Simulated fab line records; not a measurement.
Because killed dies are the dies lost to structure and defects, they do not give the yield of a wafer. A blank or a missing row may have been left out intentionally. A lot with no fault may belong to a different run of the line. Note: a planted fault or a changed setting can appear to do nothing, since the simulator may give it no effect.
fab line records | flow berkeley-cmos170
record: lots: 7 wafers: 21 last-day: 12
route steps=331 shown GATE@142 PLDD@145 NLDD@158 SPACER@171 PSD@175 M3@331
lots that met no fault: taken from a fault-free run of the same line
start-h: the number of hours between the record's first day and the start of the first shown wafer of the lot | wait-h: how many hours have passed since the lot's step before this one | " repeats the value in the row above | L1.1+2: a single row standing in for several wafers | - no value present, or no start provided | * or withheld: withheld | < > ~ a bound
route shown NAME@n: NAME is a module with steps in the file, n the number in the route of the first one | usual: mean/standard deviation taken from wafers without a fault | same: alike in all rows | chamber/n: place in a boat | sites: each site's reading | _std_site: the values' standard deviation | _edge_site: outer sites' mean less inner sites' | radius-mm: how far each site lies from the wafer's centre | mask NAME#n: copy n | behind: the last tool/chamber to shape the wafer | hold: the reason the lot was held/the length of the hold in hours/how it ended | device: transistor that didn't switch, given as n, p or np | end of line: at the end of the route, the tests of the same wafers | for a step that has no rows: nothing shown but its recipe | killed: the dies lost at the first sort to structure and to defects; this is not the yield of the wafer | map: shows each die of a wafer: x if killed, . if not, _ if none is there
set.NAME: the setting the step ran with; set.NAME@STEP: the setting that earlier step ran with | model.NAME: the simulator's own value behind a step, which no gauge read
lots seen at some steps along the route; tables by step, rows by wafer
services: from which hour (start-h, from the record's first day; less than 0 if before it) a tool's chamber was out of use, for how many hours, and why
== steps ==
step: UCB170_GATE_STRIP_16
recipe: chemistry: O2 power-w: 400 pressure-mtorr: 3500 platen-temp-c: withheld o2-flow-sccm: 400 overash-fraction: 0.5
usual: drypump-motor-current-A: 5.9/0.42 oes-product-au: 0.723/0.0045
same: overash-fraction: 0.5
columns lot.wafer tool chamber start-h wait-h drypump-motor-current-A oes-product-au rf-hours-counter-h
L838.1 plasma-asher-03 1 169.61 0.0 5.3 0.729 41
L838.2 " 0 " " 5.6 0.721 41
L838.4 " 0 " " 5.6 0.723 -
L843.2 plasma-asher-02 0 187.07 0.0 6.3 0.721 47
L843.3 " 1 " " 5.9 0.721 -
L843.6 " 0 " " 6.4 0.727 -
L848.1 plasma-asher-03 1 207.32 0.0 5.3 0.726 45
L848.4 " 0 " " 5.6 0.723 -
L848.5 " 0 " " 5.6 0.729 -
L851.4 plasma-asher-02 0 219.45 0.1 6.4 0.719 -
L851.5 " 0 " " 6.4 0.730 -
L851.6 " 1 " " 5.9 0.725 -
L850.3 plasma-asher-02 1 219.69 0.1 5.9 0.735 -
L850.4 " 0 " " 6.4 0.734 -
L850.6 " 0 " " 6.4 0.727 -
L853.1 plasma-asher-01 0 232.69 0.0 6.4 0.729 13
L853.5 " 0 " " 6.4 0.718 -
L853.6 " 1 " " 5.4 0.725 -
L854.2 plasma-asher-02 0 240.09 0.0 6.4 0.716 54
L854.3 " 1 " " 5.9 0.725 -
L854.4 " 0 " " 6.4 0.718 -
step: UCB170_GATE_CD_MEAS_90
recipe: target-cd-nm: 350
usual: cd-nm: 350.8/1.6
columns lot.wafer tool chamber start-h wait-h cd-nm
L838.1 cd-sem-01 - 169.71 0.1 353.5
L838.2 " - " " 352.4
L838.4 " - " " 353.7
L843.2 cd-sem-02 - 187.19 0.1 347.2
L843.3 " - " " 349.6
L843.6 " - " " 349.1
L848.1 cd-sem-01 - 207.42 0.1 350.6
L848.4 " - " " 350.5
L848.5 " - " " 351.4
L851.4 cd-sem-01 - 219.59 0.1 351.2
L851.5 " - " " 348.5
L851.6 " - " " 349.6
L850.3 cd-sem-02 - 219.81 0.1 354.1
L850.4 " - " " 353.9
L850.6 " - " " 351.3
L853.1 cd-sem-01 - 232.79 0.1 349.0
L853.5 " - " " 351.7
L853.6 " - " " 352.4
L854.2 cd-sem-02 - 240.21 0.1 350.7
L854.3 " - " " 349.8
L854.4 " - " " 351.2
step: UCB170_GATE_CLEAN_17
recipe: chemistry: SPM temp-c: 120 time-s: 600
step: UCB170_PLDD_HMDS_00
recipe: prime-time-s: 60 prime-temp-c: 100
step: UCB170_PLDD_COAT_01
recipe: resist: KrF spin-rpm: 1500 resist-thk-nm: 900
step: UCB170_PLDD_SOFTBAKE_02
recipe: resist: KrF temp-c: 130 time-s: 60
step: UCB170_PLDD_EXPOSE_03
recipe: mask-id: PSELECT na: 0.5 sigma-outer: 0.6 source-shape: conventional target-cd-nm: 1200 dose-mj: 30
step: UCB170_PLDD_PEB_04
recipe: peb-temp-c: 130 peb-time-s: withheld resist: KrF
step: UCB170_PLDD_DEVELOP_05
recipe: developer: TMAH develop-time-s: 45 resist: KrF dev-temp-c: 21
step: UCB170_PLDD_CD_MEAS_06
recipe: target-cd-nm: 1200
usual: cd-nm: 1200.1/1.1
columns lot.wafer tool chamber start-h wait-h cd-nm
L838.1 cd-sem-01 - 171.08 - 1200.4
L838.2 " - " " 1201.5
L838.4 " - " " 1199.9
L843.2 cd-sem-02 - 190.10 - 1199.6
L843.3 " - " " 1199.9
L843.6 " - " " 1200.6
L848.1 cd-sem-01 - 208.77 - 1198.4
L848.4 " - " " 1197.8
L848.5 " - " " 1197.6
L851.4 cd-sem-01 - 221.96 - 1200.7
L851.5 " - " " 1202.5
L851.6 " - " " 1202.1
L850.3 cd-sem-01 - 222.34 - 1200.6
L850.4 " - " " 1200.1
L850.6 " - " " 1201.3
L853.1 cd-sem-01 - 233.93 - 1198.9
L853.5 " - " " 1199.3
L853.6 " - " " 1198.2
L854.2 cd-sem-02 - 241.92 - 1201.0
L854.3 " - " " 1199.6
L854.4 " - " " 1201.0
step: UCB170_PLDD_OVL_MEAS_07
usual: PLDD_OVL: -3/5.8
columns lot.wafer tool chamber start-h wait-h PLDD_OVL[nm]
L838.1 overlay-01 - 171.20 0.1 4
L838.2 " - " " 6
L838.4 " - " " 4
L843.2 overlay-02 - 190.20 0.1 -6
L843.3 " - " " 2
L843.6 " - " " -14
L848.1 overlay-01 - 208.89 0.1 -8
L848.4 " - " " 2
L848.5 " - " " -1
L851.4 overlay-01 - 222.04 0.1 -1
L851.5 " - " " -8
L851.6 " - " " -7
L850.3 overlay-01 - 222.43 0.1 -3
L850.4 " - " " -2
L850.6 " - " " -2
L853.1 overlay-01 - 234.05 0.1 -5
L853.5 " - " " 0
L853.6 " - " " -1
L854.2 overlay-02 - 242.02 0.1 -4
L854.3 " - " " -14
L854.4 " - " " -16
step: UCB170_PLDD_IMPLANT_08
recipe: species: BF2 dose-cm2: 5e+13 energy-kev: 10 tilt-deg: 7 rotation-deg: 0
step: UCB170_PLDD_IMPLANT_09
recipe: species: BF2 dose-cm2: 5e+13 energy-kev: 10 tilt-deg: 7 rotation-deg: 180
usual: dose-ions-cm2: 5.001e+13/5.2e+10 faraday-current-uA: 159/3.2
columns lot.wafer tool chamber start-h wait-h dose-ions-cm2 faraday-current-uA
L838.1 implanter-04 0 171.39 0.1 4.997e+13 158
L838.2 " 0 " " 5.002e+13 162
L838.4 " 0 " " 5.002e+13 160
L843.2 implanter-03 0 190.41 0.1 5.01e+13 162
L843.3 " 0 " " 5.01e+13 158
L843.6 " 0 " " 5.009e+13 159
L848.1 implanter-01 0 209.08 0.1 5.001e+13 163
L848.4 " 0 " " 5e+13 155
L848.5 " 0 " " 5.011e+13 157
L851.4 implanter-03 0 222.28 0.1 4.396e+13 140
L851.5 " 0 " " 4.404e+13 139
L851.6 " 0 " " 4.398e+13 141
L850.3 implanter-03 0 222.66 0.1 4.41e+13 137
L850.4 " 0 " " 4.404e+13 142
L850.6 " 0 " " 4.409e+13 141
L853.1 implanter-04 0 234.24 0.1 4.999e+13 163
L853.5 " 0 " " 4.997e+13 160
L853.6 " 0 " " 4.995e+13 160
L854.2 implanter-03 0 242.23 0.1 4.395e+13 137
L854.3 " 0 " " 4.394e+13 138
L854.4 " 0 " " 4.398e+13 142
step: UCB170_PLDD_STRIP_10
recipe: chemistry: O2 power-w: 400 pressure-mtorr: 3500 platen-temp-c: withheld o2-flow-sccm: 400 overash-fraction: 0.5
usual: drypump-motor-current-A: 5.8/0.48 oes-product-au: 0.734/0.0045 strip-time-to-endpoint-s: 21.59/0.077
same: overash-fraction: 0.5
columns lot.wafer tool chamber start-h wait-h drypump-motor-current-A oes-product-au rf-hours-counter-h strip-time-to-endpoint-s
L838.1 plasma-asher-03 0 171.54 0.1 5.6 0.730 41 21.57
L838.2 " 1 " " 5.3 0.736 41 21.60
L838.4 " 1 " " 5.3 0.727 - 21.65
L843.2 plasma-asher-03 1 190.53 0.1 5.3 0.729 43 21.70
L843.3 " 0 " " 5.6 0.733 - 21.67
L843.6 " 1 " " 5.3 0.734 - 21.58
L848.1 plasma-asher-03 1 209.23 0.1 5.3 0.731 45 21.61
L848.4 " 0 " " 5.6 0.737 - 21.62
L848.5 " 1 " " 5.3 0.740 - 21.61
L851.4 plasma-asher-04 0 222.39 0.1 6.6 0.730 - 21.69
L851.5 " 1 " " 6.1 0.732 - 21.64
L851.6 " 0 " " 6.6 0.730 - 21.58
L850.3 plasma-asher-01 1 222.79 0.1 5.4 0.746 - 21.47
L850.4 " 0 " " 6.4 0.729 - 21.47
L850.6 " 0 " " 6.4 0.736 - 21.51
L853.1 plasma-asher-01 1 234.39 0.1 5.4 0.742 13 21.61
L853.5 " 0 " " 6.4 0.735 - 21.64
L853.6 " 1 " " 5.4 0.732 - 21.62
L854.2 plasma-asher-03 0 242.35 0.1 5.6 0.732 50 21.60
L854.3 " 0 " " 5.6 0.735 - 21.66
L854.4 " 1 " " 5.3 0.738 - 21.64
step: UCB170_PLDD_TW_MEAS_11
usual: PLDD_TW: 1009/7.9
columns lot.wafer tool chamber start-h wait-h PLDD_TW
L838.1 film-metro-01 - 171.64 0.1 1010
L838.2 " - " " 1013
L838.4 " - " " 1020
L843.2 film-metro-03 - 190.64 0.1 1010
L843.3 " - " " 1011
L843.6 " - " " 1009
L848.1 film-metro-01 - 209.33 0.1 1019
L848.4 " - " " 1016
L848.5 " - " " 1013
L851.4 film-metro-03 - 222.49 0.1 989
L851.5 " - " " 990
L851.6 " - " " 988
L850.3 film-metro-03 - 222.88 0.1 987
L850.4 " - " " 987
L850.6 " - " " 996
L853.1 film-metro-03 - 234.49 0.1 1012
L853.5 " - " " 1010
L853.6 " - " " 1008
L854.2 film-metro-02 - 242.46 0.1 977
L854.3 " - " " 976
L854.4 " - " " 978
step: UCB170_PLDD_CLEAN_12
recipe: chemistry: SPM temp-c: 120 time-s: 600
step: UCB170_NLDD_HMDS_00
recipe: prime-time-s: 60 prime-temp-c: 100
step: UCB170_NLDD_COAT_01
recipe: resist: KrF spin-rpm: 1500 resist-thk-nm: 900
step: UCB170_NLDD_SOFTBAKE_02
recipe: resist: KrF temp-c: 130 time-s: 60
step: UCB170_NLDD_EXPOSE_03
recipe: mask-id: NSELECT na: 0.5 sigma-outer: 0.6 source-shape: conventional target-cd-nm: 1200 dose-mj: 30
step: UCB170_NLDD_PEB_04
recipe: peb-temp-c: 130 peb-time-s: withheld resist: KrF
step: UCB170_NLDD_DEVELOP_05
recipe: developer: TMAH develop-time-s: 42.84 resist: KrF dev-temp-c: 21
step: UCB170_NLDD_CD_MEAS_06
recipe: target-cd-nm: 1200
usual: cd-nm: 1200.3/1.6
columns lot.wafer tool chamber start-h wait-h cd-nm
L838.1 cd-sem-02 - 172.85 - 1199.7
L838.2 " - " " 1198.5
L838.4 " - " " 1199.3
L843.2 cd-sem-02 - 192.47 - 1202.6
L843.3 " - " " 1202.9
L843.6 " - " " 1201.7
L848.1 cd-sem-02 - 211.26 - 1198.3
L848.4 " - " " 1199.4
L848.5 " - " " 1198.1
L851.4 cd-sem-01 - 223.99 - 1201.3
L851.5 " - " " 1201.4
L851.6 " - " " 1201.0
L850.3 cd-sem-02 - 224.51 - 1200.6
L850.4 " - " " 1201.4
L850.6 " - " " 1201.9
L853.1 cd-sem-01 - 235.68 - 1201.4
L853.5 " - " " 1200.0
L853.6 " - " " 1200.9
L854.2 cd-sem-01 - 244.75 - 1202.4
L854.3 " - " " 1201.5
L854.4 " - " " 1202.9
step: UCB170_NLDD_OVL_MEAS_07
usual: NLDD_OVL: 4/4.6
columns lot.wafer tool chamber start-h wait-h NLDD_OVL[nm]
L838.1 overlay-02 - 172.97 0.1 -2
L838.2 " - " " 7
L838.4 " - " " 0
L843.2 overlay-02 - 192.57 0.1 3
L843.3 " - " " 3
L843.6 " - " " 1
L848.1 overlay-01 - 211.38 0.1 3
L848.4 " - " " 5
L848.5 " - " " 7
L851.4 overlay-01 - 224.07 0.1 2
L851.5 " - " " -1
L851.6 " - " " 4
L850.3 overlay-01 - 224.60 0.1 7
L850.4 " - " " -2
L850.6 " - " " 3
L853.1 overlay-01 - 235.80 0.1 3
L853.5 " - " " 4
L853.6 " - " " 0
L854.2 overlay-01 - 244.86 0.1 -4
L854.3 " - " " 0
L854.4 " - " " -5
step: UCB170_NLDD_IMPLANT_08
recipe: species: As dose-cm2: 5e+13 energy-kev: 30 tilt-deg: 7 rotation-deg: 0
step: UCB170_NLDD_IMPLANT_09
recipe: species: As dose-cm2: 5e+13 energy-kev: 30 tilt-deg: 7 rotation-deg: 180
step: UCB170_NLDD_STRIP_10
recipe: chemistry: O2 power-w: 400 pressure-mtorr: 3500 platen-temp-c: withheld o2-flow-sccm: 400 overash-fraction: 0.5
usual: drypump-motor-current-A: 6.1/0.43 oes-product-au: 0.735/0.0044 strip-time-to-endpoint-s: 21.64/0.06
same: overash-fraction: 0.5
columns lot.wafer tool chamber start-h wait-h drypump-motor-current-A oes-product-au rf-hours-counter-h strip-time-to-endpoint-s
L838.1 plasma-asher-04 1 173.31 0.1 6.1 0.736 40 21.54
L838.2 " 0 " " 6.6 0.736 40 21.43
L838.4 " 1 " " 6.1 0.732 - 21.50
L843.2 plasma-asher-02 1 192.90 0.1 5.9 0.731 48 21.55
L843.3 " 0 " " 6.4 0.731 - 21.55
L843.6 " 1 " " 5.9 0.735 - 21.59
L848.1 plasma-asher-04 0 211.72 0.1 6.6 0.732 44 21.63
L848.4 " 0 " " 6.6 0.732 - 21.61
L848.5 " 1 " " 6.1 0.731 - 21.59
L851.4 plasma-asher-01 1 224.42 0.1 5.4 0.732 - 21.73
L851.5 " 0 " " 6.4 0.738 - 21.70
L851.6 " 1 " " 5.4 0.733 - 21.68
L850.3 plasma-asher-01 0 224.96 0.1 6.4 0.737 - 21.64
L850.4 " 1 " " 5.4 0.735 - 21.60
L850.6 " 0 " " 6.4 0.730 - 21.62
L853.1 plasma-asher-04 1 236.14 0.1 6.1 0.740 47 21.64
L853.5 " 0 " " 6.6 0.729 - 21.61
L853.6 " 1 " " 6.1 0.729 - 21.68
L854.2 plasma-asher-02 0 245.19 0.1 6.4 0.731 54 21.69
L854.3 " 1 " " 5.9 0.735 - 21.66
L854.4 " 0 " " 6.4 0.739 - 21.70
step: UCB170_NLDD_TW_MEAS_11
usual: NLDD_TW: 2218/17
columns lot.wafer tool chamber start-h wait-h NLDD_TW
L838.1 film-metro-01 - 173.41 0.1 2236
L838.2 " - " " 2219
L838.4 " - " " 2224
L843.2 film-metro-03 - 193.01 0.1 2213
L843.3 " - " " 2219
L843.6 " - " " 2218
L848.1 film-metro-02 - 211.82 0.1 2197
L848.4 " - " " 2182
L848.5 " - " " 2194
L851.4 film-metro-03 - 224.51 0.1 2223
L851.5 " - " " 2213
L851.6 " - " " 2225
L850.3 film-metro-01 - 225.07 0.1 2242
L850.4 " - " " 2219
L850.6 " - " " 2208
L853.1 film-metro-01 - 236.24 0.1 2212
L853.5 " - " " 2213
L853.6 " - " " 2219
L854.2 film-metro-03 - 245.30 0.1 2225
L854.3 " - " " 2238
L854.4 " - " " 2242
step: UCB170_NLDD_CLEAN_12
recipe: chemistry: SPM temp-c: 120 time-s: 600
step: UCB170_SPACER_CVD_00
recipe: material: SiO2 target-thk-nm: 376 temp-c: 390 precursor: TEOS/O2 time-s: 47 rf-w: 550 pressure-mtorr: 9000
usual: heater-power-w: 270/48
columns lot.wafer tool chamber start-h wait-h heater-power-w
L838.1 pecvd-01 1 173.64 0.0 190
L838.2 " 0 " " 306
L838.4 " 2 " " 296
L843.2 pecvd-01 2 193.25 0.0 275
L843.3 " 1 " " 205
L843.6 " 2 " " 284
L848.1 pecvd-04 1 212.05 0.0 267
L848.4 " 1 " " 264
L848.5 " 0 " " 338
L851.4 pecvd-04 0 224.74 0.0 291
L851.5 " 2 " " 287
L851.6 " 1 " " 225
L850.3 pecvd-04 1 225.29 0.0 279
L850.4 " 1 " " 285
L850.6 " 0 " " 320
L853.1 pecvd-01 1 236.47 0.0 168
L853.5 " 1 " " 178
L853.6 " 2 " " 310
L854.2 pecvd-04 1 245.53 0.0 279
L854.3 " 2 " " 295
L854.4 " 0 " " 362
step: UCB170_SPACER_THK_MEAS_01
recipe: reads: SiO2_of_SPACER_CVD_00
usual: SPACER_TEOS_THK: 376/5.3
columns lot.wafer tool chamber start-h wait-h SPACER_TEOS_THK[nm]
L838.1 film-metro-04 - 173.69 0.0 369
L838.2 " - " " 372
L838.4 " - " " 383
L843.2 film-metro-01 - 193.31 0.0 379
L843.3 " - " " 367
L843.6 " - " " 382
L848.1 film-metro-04 - 212.10 0.0 379
L848.4 " - " " 390
L848.5 " - " " 378
L851.4 film-metro-03 - 224.79 0.0 374
L851.5 " - " " 375
L851.6 " - " " 383
L850.3 film-metro-04 - 225.35 0.0 376
L850.4 " - " " 384
L850.6 " - " " 373
L853.1 film-metro-01 - 236.52 0.0 367
L853.5 " - " " 373
L853.6 " - " " 380
L854.2 film-metro-04 - 245.58 0.0 371
L854.3 " - " " 370
L854.4 " - " " 375
step: UCB170_SPACER_ANNEAL_02
recipe: temp-c: 900 time-s: 1800 ambient: N2
step: UCB170_SPACER_ETCHBACK_03
recipe: stop-on: Si target: SiO2 chemistry: CHF3/CF4/Ar CHF3_flow_sccm: 50 cf4-flow-sccm: 10 Ar_flow_sccm: 120 pressure-mtorr: 200 rf-w: 500 target-depth-a: 3760 time-s: 100
usual: cf4-flow-sccm: 10.00/0.032 drypump-motor-current-A: 5.8/0.34 oes-product-au: 0.905/0.014 throttle-valve-pct: 6.50/0.1
columns lot.wafer tool chamber start-h wait-h cf4-flow-sccm drypump-motor-current-A oes-product-au rf-hours-counter-h throttle-valve-pct
L838.1 rie-diel-02 0 179.41 0.0 10.01 6.2 0.884 101 6.61
L838.2 " 2 " " 10.03 5.5 0.895 141 6.51
L838.4 " 3 " " 10.02 6.1 0.906 63 6.52
L843.2 rie-diel-02 1 198.61 0.0 9.92 5.6 0.926 123 6.35
L843.3 " 3 " " 10.02 6.1 0.869 64 6.52
L843.6 " 2 " " 10.09 5.5 0.903 - 6.52
L848.1 rie-diel-01 2 220.18 0.0 9.94 6.1 0.916 130 6.53
L848.4 " 0 " " 9.97 5.2 0.939 19 6.36
L848.5 " 2 " " 9.99 6.1 0.915 - 6.52
L850.3 rie-diel-01 2 230.74 0.0 10.00 6.1 0.907 130 6.52
L850.4 " 0 " " 10.05 5.2 0.922 20 6.35
L850.6 " 3 " " 9.98 5.5 0.894 - 6.59
L851.4 rie-diel-02 0 230.74 0.0 10.03 6.2 0.900 103 6.61
L851.5 " 0 " " 10.03 6.2 0.899 - 6.60
L851.6 " 1 " " 10.03 5.6 0.921 - 6.37
L853.1 rie-diel-03 3 241.52 0.0 10.00 6.5 0.894 14 6.54
L853.5 " 1 " " 9.95 5.6 0.894 - 6.57
L853.6 " 0 " " 10.06 5.6 0.919 - 6.45
L854.2 rie-diel-03 0 250.59 0.0 10.05 5.6 0.894 134 6.43
L854.3 " 3 " " 10.03 6.5 0.893 14 6.56
L854.4 " 2 " " 10.01 5.8 0.912 84 6.62
step: UCB170_PSD_HMDS_00
recipe: prime-time-s: 60 prime-temp-c: 100
step: UCB170_PSD_COAT_01
recipe: resist: KrF spin-rpm: 1500 resist-thk-nm: 900
step: UCB170_PSD_SOFTBAKE_02
recipe: resist: KrF temp-c: 130 time-s: 60
step: UCB170_PSD_EXPOSE_03
recipe: mask-id: PSELECT_MOD na: 0.5 sigma-outer: 0.6 source-shape: conventional target-cd-nm: 1200 dose-mj: 30
step: UCB170_PSD_PEB_04
recipe: peb-temp-c: 130 peb-time-s: withheld resist: KrF
step: UCB170_PSD_DEVELOP_05
recipe: developer: TMAH develop-time-s: 45 resist: KrF dev-temp-c: 21
step: UCB170_PSD_CD_MEAS_06
recipe: target-cd-nm: 1200
usual: cd-nm: 1200.1/1.2
columns lot.wafer tool chamber start-h wait-h cd-nm
L838.1 cd-sem-01 - 180.45 - 1199.3
L838.2 " - " " 1199.2
L838.4 " - " " 1198.5
L843.2 cd-sem-01 - 200.34 - 1201.0
L843.3 " - " " 1199.6
L843.6 " - " " 1199.6
L848.1 cd-sem-02 - 221.46 - 1203.3
L848.4 " - " " 1202.2
L848.5 " - " " 1201.8
L850.3 cd-sem-02 - 232.23 - 1198.1
L850.4 " - " " 1199.7
L850.6 " - " " 1201.1
L851.4 cd-sem-01 - 232.39 - 1199.0
L851.5 " - " " 1198.8
L851.6 " - " " 1198.9
L853.1 cd-sem-01 - 242.78 - 1200.0
L853.5 " - " " 1199.5
L853.6 " - " " 1199.6
L854.2 cd-sem-02 - 251.52 - 1200.3
L854.3 " - " " 1199.9
L854.4 " - " " 1200.3
step: UCB170_PSD_OVL_MEAS_07
usual: PSD_OVL: -5/6.1
columns lot.wafer tool chamber start-h wait-h PSD_OVL[nm]
L838.1 overlay-02 - 180.57 0.1 -9
L838.2 " - " " -4
L838.4 " - " " 2
L843.2 overlay-01 - 200.45 0.1 1
L843.3 " - " " -1
L843.6 " - " " 1
L848.1 overlay-02 - 221.58 0.1 -3
L848.4 " - " " -9
L848.5 " - " " 1
L850.3 overlay-01 - 232.33 0.1 -7
L850.4 " - " " -9
L850.6 " - " " -12
L851.4 overlay-02 - 232.46 0.1 1
L851.5 " - " " -5
L851.6 " - " " 3
L853.1 overlay-02 - 242.90 0.1 -3
L853.5 " - " " -8
L853.6 " - " " -10
L854.2 overlay-01 - 251.63 0.1 -9
L854.3 " - " " -1
L854.4 " - " " -5
step: UCB170_PSD_IMPLANT_08
recipe: species: B dose-cm2: 3e+15 energy-kev: 20.28 tilt-deg: 7
step: UCB170_SDANNEAL_RS_MEAS_04
recipe: thk-meas-gauge: four-point-probe
usual: PLDD_RS: 1031.5/2.8
columns lot.wafer tool chamber start-h wait-h PLDD_RS[ohm/sq]
L838.1 film-metro-03 - 183.84 0.1 1032.1
L838.2 " - " " 1034.7
L838.4 " - " " 1032.4
L843.2 film-metro-02 - 205.06 0.1 1031.6
L843.3 " - " " 1028.6
L843.6 " - " " 1035.2
L848.1 film-metro-03 - 225.33 0.1 1030.0
L848.4 " - " " 1027.8
L848.5 " - " " 1030.4
L850.3 film-metro-03 - 240.38 0.1 1081.8
L850.4 " - " " 1085.0
L850.6 " - " " 1077.7
L851.4 film-metro-02 - 240.52 0.1 1082.6
L851.5 " - " " 1087.4
L851.6 " - " " 1085.0
L853.1 film-metro-01 - 246.53 0.1 1032.1
L853.5 " - " " 1031.8
L853.6 " - " " 1030.1
L854.2 film-metro-03 - 256.34 0.1 1082.3
L854.3 " - " " 1086.4
L854.4 " - " " 1088.3
step: UCB170_M3_PROBE_99
columns lot.wafer tool chamber start-h wait-h model.etest.pldd.line-ohm-um model.etest.pldd.rs-ohm-sq model.etest.pmos_0p35.isub-log10-a-um model.etest.pmos_0p35.overlap-ff-um
L838.1 prober-02 - 206.82 0.1 1837 1104 -8.246 0.3794
L838.2 prober-02 - 206.87 0.1 1827 1115 -8.195 0.3788
L838.4 prober-02 - 206.97 0.2 1896 1114 -8.244 0.3741
L843.2 prober-01 - 229.14 0.1 1818 1105 -8.201 0.3831
L843.3 prober-01 - 229.19 0.2 1799 1085 -8.186 0.3842
L843.6 prober-01 - 229.34 0.2 1880 1114 -8.264 0.3759
L848.1 prober-02 - 249.70 0.1 1801 1112 -8.227 0.377
L848.4 prober-02 - 249.85 0.2 1804 1115 -8.32 0.376
L848.5 prober-02 - 249.90 0.2 1804 1128 -8.305 0.3738
L851.4 prober-02 - 265.12 0.2 1908 1185 -8.383 0.3645
L851.6 prober-02 - 265.22 0.2 1920 1185 -8.36 0.3615
L850.3 prober-01 - 266.13 0.2 1912 1180 -8.305 0.3704
L850.4 prober-01 - 266.18 0.2 1936 1194 -8.318 0.3608
L850.6 prober-01 - 266.28 0.2 1910 1192 -8.348 0.3629
L853.1 prober-01 - 272.40 0.1 1788 1091 -8.292 0.38
L853.5 prober-01 - 272.60 0.2 1802 1088 -8.22 0.3871
L853.6 prober-01 - 272.65 0.2 1892 1118 -8.229 0.372
L854.2 prober-02 - 281.56 0.1 1879 1185 -8.327 0.3627
L854.3 prober-02 - 281.61 0.2 1851 1177 -8.384 0.3643
L854.4 prober-02 - 281.66 0.2 1842 1185 -8.284 0.366
killed by level:class
L838.1 GATE:geometric-particle:open=2 WELLDRIVE:geometric-particle:short=1 GATE:geometric-particle:short=1 SILICIDE:geometric-particle:open=1 V1:geometric-particle:open=1
L838.2 START:geometric-particle:open=1 WELLDRIVE:geometric-particle:open=1
L838.4 WELLDRIVE:geometric-particle:short=1 GATE:geometric-particle:open=1 SPACER:geometric-particle:open=1
L843.2 GATE:geometric-particle:short=2 GATE:geometric-particle:open=2 SILICIDE:geometric-particle:short=1
L843.3 ACTIVE:geometric-particle:open=1
L843.6 FIELD:geometric-particle:short=1 SACOX:geometric-particle:short=1 SPACER:geometric-particle:open=1 CONTACT:geometric-particle:open=1
L848.1 FIELD:geometric-particle:short=1 GATE:geometric-particle:short=1 M3:geometric-particle:open=1
L848.4 ACTIVE:geometric-particle:open=1 ACTIVE:geometric-particle:short=1 FIELD:geometric-particle:open=1 GATE:geometric-particle:open=1 SILICIDE:geometric-particle:open=1
L848.5 FIELD:geometric-particle:open=1 SCREENOX:geometric-particle:open=1 GATE:geometric-particle:short=1 M1:geometric-particle:short=1 V1:geometric-particle:open=1 ACTIVE:area-etch=1
L850.3 GATE:geometric-particle:short=2 V1:geometric-particle:short=2 START:geometric-particle:open=1 SILICIDE:geometric-particle:open=1 M1:geometric-particle:short=1
L850.4 SILICIDE:geometric-particle:open=2 SILICIDE:geometric-particle:short=1 M2:geometric-particle:short=1 V2:geometric-particle:open=1
L850.6 GATE:geometric-particle:short=1 V2:geometric-particle:open=1
L853.1 PWELL:geometric-particle:open=1 SCREENOX:geometric-particle:short=1 GATE:geometric-particle:short=1 SILICIDE:geometric-particle:open=1 CONTACT:geometric-particle:short=1 ACTIVE:area-etch=1
L853.5 ACTIVE:geometric-particle:short=1 GATE:geometric-particle:open=1 SPACER:geometric-particle:short=1
L853.6 START:geometric-particle:open=1 SCREENOX:geometric-particle:short=1 GATE:geometric-particle:open=1 SILICIDE:geometric-particle:short=1
L854.2 WELLDRIVE:geometric-particle:short=1 FIELD:geometric-particle:short=1
L854.3 ACTIVE:area-etch=3 SPACER:geometric-particle:open=1
L854.4 START:geometric-particle:open=1 SPACER:geometric-particle:open=1 SILICIDE:geometric-particle:short=1
== services ==
columns tool chamber start-h hours kind
rie-diel-02 - 147.40 2.0 repair
implanter-03 - 162.43 3.8 repair
plasma-asher-03 - 175.78 0.5 repair
implanter-01 - 178.55 2.4 repair
pecvd-04 0 180.66 6.7 repair
implanter-01 - 183.71 2.0 repair
plasma-asher-04 - 192.81 0.7 repair
rie-diel-02 2 201.89 - clean
rie-diel-02 2 201.89 18.5 scheduled-down
rie-diel-02 2 201.89 18.5 vent-cycle
rie-diel-02 1 202.82 1.7 repair
implanter-04 - 220.77 4.1 repair
rie-diel-01 0 227.24 2.7 repair
rie-diel-02 3 232.13 1.5 repair
rie-diel-01 - 236.72 15.6 pm
plasma-asher-02 - 241.70 2.9 repair
pecvd-01 - 242.50 14.0 pm
pecvd-01 0 242.50 14.0 vent-cycle
pecvd-01 1 242.50 14.0 vent-cycle
pecvd-01 2 242.50 14.0 vent-cycle
plasma-asher-02 - 245.86 1.9 repair
plasma-asher-03 - 245.91 23.3 pm
pecvd-04 1 248.68 3.6 repair
== key ==
first-sign: step: UCB170_PLDD_IMPLANT_09 reading: dose-ions-cm2 direction: down sigmas: 99+ usual: 5.001e+13 struck: 4.401e+13
effect: step: UCB170_PLDD_IMPLANT_09 reading: faraday-current-uA direction: down sigmas: 6 usual: 159 struck: 140
effect: step: UCB170_PLDD_TW_MEAS_11 reading: PLDD_TW direction: down sigmas: 3 usual: 1009 struck: 985
effect: step: UCB170_SDANNEAL_RS_MEAS_04 reading: PLDD_RS direction: up sigmas: 19 usual: 1031.5 struck: 1084.1
model-effect: step: UCB170_M3_PROBE_99 value: etest.pldd.line-ohm-um without: 1798 struck: 1895
met-at UCB170_PLDD_IMPLANT_09
struck-wafers L850.3,L850.4,L850.6,L851.4,L851.5,L851.6,L854.2,L854.3,L854.4
sort-left-out L851.4,L851.5,L851.6
tester-left-out L850,L851,L854
onset-between 190.41 222.28
fault: kind: process-parameter-drift tool: implanter-03 chamber: - onset-h: 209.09 steps: UCB170_PLDD_IMPLANT_09 channel: dose-cm2 offset: -6e+12 shape: step end-h: 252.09 acts-in: these-recipes-only stated: 5e+13
tester-left-out: of these lots the tester's yield and bins aren't shown, on N5 and GAA mostly nor the transistor test; their killed dies are dies lost to structure and defects alone, not to doping, threshold or leakage, so they don't give the yield
sort-left-out: the simulated sort isn't trusted on such a fault, so these wafers' sort isn't shown, and their yield isn't known
